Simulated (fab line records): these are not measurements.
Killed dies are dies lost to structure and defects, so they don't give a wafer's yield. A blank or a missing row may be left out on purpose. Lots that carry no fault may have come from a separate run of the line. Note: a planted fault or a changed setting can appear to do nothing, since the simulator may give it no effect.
Split-lot experiment :: flow rit_cmos :: 5 lots, 23 wafers read, on a route of 202 steps

== THE SPLIT ITSELF ==
At RIT_PRETRO_COAT_01 (resist thk 1300 nm), the setting spin_rpm was moved away from the recipe's 2000 rpm on 8 of the 23 wafers read, by -7.3% to -2.2%. The other wafers ran this setting at the recipe's value.

The reading comes from the split's own step.

== THE READING ==
NOVOLAK_of_PRETRO_COAT_01.thk_nm (the simulator's own value, which no gauge read), in nm, at RIT_PRETRO_COAT_01 (resist thk 1300 nm). The file gives no usual value for it. Here, 15 wafers ran the recipe; their average is 1302 nm with a standard deviation of 2.1 nm.

wafer: L075.2
tool, chamber at the split: litho_track-02, 0
spin_rpm as run, rpm: 1874
against the recipe: -6.3%
NOVOLAK_of_PRETRO_COAT_01.thk_nm, nm: 1341
against lot-mates on the recipe: +39

wafer: L075.3
tool, chamber at the split: litho_track-02, 0
spin_rpm as run, rpm: 2000
against the recipe: recipe
NOVOLAK_of_PRETRO_COAT_01.thk_nm, nm: 1302
against lot-mates on the recipe: -

wafer: L075.4
tool, chamber at the split: litho_track-02, 0
spin_rpm as run, rpm: 1874
against the recipe: -6.3%
NOVOLAK_of_PRETRO_COAT_01.thk_nm, nm: 1345
against lot-mates on the recipe: +43

wafer: L075.5
tool, chamber at the split: litho_track-02, 0
spin_rpm as run, rpm: 2000
against the recipe: recipe
NOVOLAK_of_PRETRO_COAT_01.thk_nm, nm: 1300
against lot-mates on the recipe: -

wafer: L075.6
tool, chamber at the split: litho_track-02, 0
spin_rpm as run, rpm: 2000
against the recipe: recipe
NOVOLAK_of_PRETRO_COAT_01.thk_nm, nm: 1304
against lot-mates on the recipe: -

wafer: L076.1
tool, chamber at the split: litho_track-01, 0
spin_rpm as run, rpm: 2000
against the recipe: recipe
NOVOLAK_of_PRETRO_COAT_01.thk_nm, nm: 1298
against lot-mates on the recipe: -

wafer: L076.2
tool, chamber at the split: litho_track-01, 0
spin_rpm as run, rpm: 1863
against the recipe: -6.9%
NOVOLAK_of_PRETRO_COAT_01.thk_nm, nm: 1346
against lot-mates on the recipe: +45

wafer: L076.3
tool, chamber at the split: litho_track-01, 0
spin_rpm as run, rpm: 2000
against the recipe: recipe
NOVOLAK_of_PRETRO_COAT_01.thk_nm, nm: 1304
against lot-mates on the recipe: -

wafer: L076.4
tool, chamber at the split: litho_track-01, 0
spin_rpm as run, rpm: 1863
against the recipe: -6.9%
NOVOLAK_of_PRETRO_COAT_01.thk_nm, nm: 1348
against lot-mates on the recipe: +47

wafer: L076.5
tool, chamber at the split: litho_track-01, 0
spin_rpm as run, rpm: 2000
against the recipe: recipe
NOVOLAK_of_PRETRO_COAT_01.thk_nm, nm: 1302
against lot-mates on the recipe: -

wafer: L080.1
tool, chamber at the split: litho_track-02, 0
spin_rpm as run, rpm: 2000
against the recipe: recipe
NOVOLAK_of_PRETRO_COAT_01.thk_nm, nm: 1299
against lot-mates on the recipe: -

wafer: L080.2
tool, chamber at the split: litho_track-02, 0
spin_rpm as run, rpm: 2000
against the recipe: recipe
NOVOLAK_of_PRETRO_COAT_01.thk_nm, nm: 1298
against lot-mates on the recipe: -

wafer: L080.5
tool, chamber at the split: litho_track-02, 0
spin_rpm as run, rpm: 2000
against the recipe: recipe
NOVOLAK_of_PRETRO_COAT_01.thk_nm, nm: 1302
against lot-mates on the recipe: -

wafer: L081.2
tool, chamber at the split: litho_track-01, 0
spin_rpm as run, rpm: 1855
against the recipe: -7.3%
NOVOLAK_of_PRETRO_COAT_01.thk_nm, nm: 1356
against lot-mates on the recipe: +52

wafer: L081.6
tool, chamber at the split: litho_track-01, 0
spin_rpm as run, rpm: 1855
against the recipe: -7.3%
NOVOLAK_of_PRETRO_COAT_01.thk_nm, nm: 1356
against lot-mates on the recipe: +52

wafer: L081.3
tool, chamber at the split: litho_track-01, 0
spin_rpm as run, rpm: 2000
against the recipe: recipe
NOVOLAK_of_PRETRO_COAT_01.thk_nm, nm: 1304
against lot-mates on the recipe: -

wafer: L081.4
tool, chamber at the split: litho_track-01, 0
spin_rpm as run, rpm: 2000
against the recipe: recipe
NOVOLAK_of_PRETRO_COAT_01.thk_nm, nm: 1302
against lot-mates on the recipe: -

wafer: L081.5
tool, chamber at the split: litho_track-01, 0
spin_rpm as run, rpm: 2000
against the recipe: recipe
NOVOLAK_of_PRETRO_COAT_01.thk_nm, nm: 1305
against lot-mates on the recipe: -

wafer: L083.1
tool, chamber at the split: litho_track-01, 0
spin_rpm as run, rpm: 2000
against the recipe: recipe
NOVOLAK_of_PRETRO_COAT_01.thk_nm, nm: 1300
against lot-mates on the recipe: -

wafer: L083.3
tool, chamber at the split: litho_track-01, 0
spin_rpm as run, rpm: 2000
against the recipe: recipe
NOVOLAK_of_PRETRO_COAT_01.thk_nm, nm: 1302
against lot-mates on the recipe: -

wafer: L083.4
tool, chamber at the split: litho_track-01, 0
spin_rpm as run, rpm: 1956
against the recipe: -2.2%
NOVOLAK_of_PRETRO_COAT_01.thk_nm, nm: 1315
against lot-mates on the recipe: +13

wafer: L083.5
tool, chamber at the split: litho_track-01, 0
spin_rpm as run, rpm: 1956
against the recipe: -2.2%
NOVOLAK_of_PRETRO_COAT_01.thk_nm, nm: 1315
against lot-mates on the recipe: +13

wafer: L083.6
tool, chamber at the split: litho_track-01, 0
spin_rpm as run, rpm: 2000
against the recipe: recipe
NOVOLAK_of_PRETRO_COAT_01.thk_nm, nm: 1303
against lot-mates on the recipe: -

FIT RESULTS
A straight line over all 23 wafers: NOVOLAK_of_PRETRO_COAT_01.thk_nm changes by -6.94 nm for each +1% of spin_rpm; r = -0.99; the points scatter about the line by 2.6 nm.
The same after taking each lot's own level away (the mean of its wafers on the recipe; 23 wafers): -6.83 nm for each +1%; r = -1.00; scatter 2 nm.
According to that fit, moving spin_rpm by its largest amount changes the reading by 50 nm.
Measured against the standard deviation above, the lots' own levels, which go from 1299.7 to 1303.7 nm, span 1.9 times it.
The two slopes agree, so the slope changes little with the lot-to-lot level.
Check: +48.7 nm against its lot-mates is what the line predicts for one of the wafers moved furthest among these (-7.3%) when that wafer is left out of the fit. Against them it came out at +52.3 nm.

== ADDITIONAL SPLITS CARRIED BY THESE WAFERS ==
Note: prior to the reading, these wafers also went through further splits. Each is held against what the fit with the lots' levels taken away leaves over:
other split on the same wafers: RIT_ACTIVE_CVD_03 time_s
wafers away from the commonest value: 15
r with NOVOLAK_of_PRETRO_COAT_01.thk_nm (lot level and that fit taken away): -0.32

other split on the same wafers: RIT_ACTIVE_DEVELOP_10 develop_time_s
wafers away from the commonest value: 9
r with NOVOLAK_of_PRETRO_COAT_01.thk_nm (lot level and that fit taken away): -0.15

other split on the same wafers: RIT_ACTIVE_ETCH_13 rf_w
wafers away from the commonest value: 8
r with NOVOLAK_of_PRETRO_COAT_01.thk_nm (lot level and that fit taken away): +0.03

other split on the same wafers: RIT_NWELL_SOFTBAKE_02 temp_c
wafers away from the commonest value: 8
r with NOVOLAK_of_PRETRO_COAT_01.thk_nm (lot level and that fit taken away): +0.34

other split on the same wafers: RIT_NWELL_IMPLANT_08 energy_kev
wafers away from the commonest value: 12
r with NOVOLAK_of_PRETRO_COAT_01.thk_nm (lot level and that fit taken away): -0.03

== THE FILE'S OWN FIT ==
NOVOLAK_of_PRETRO_COAT_01.thk_nm changes by -6.76 nm for each +1% of spin_rpm, r = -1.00.
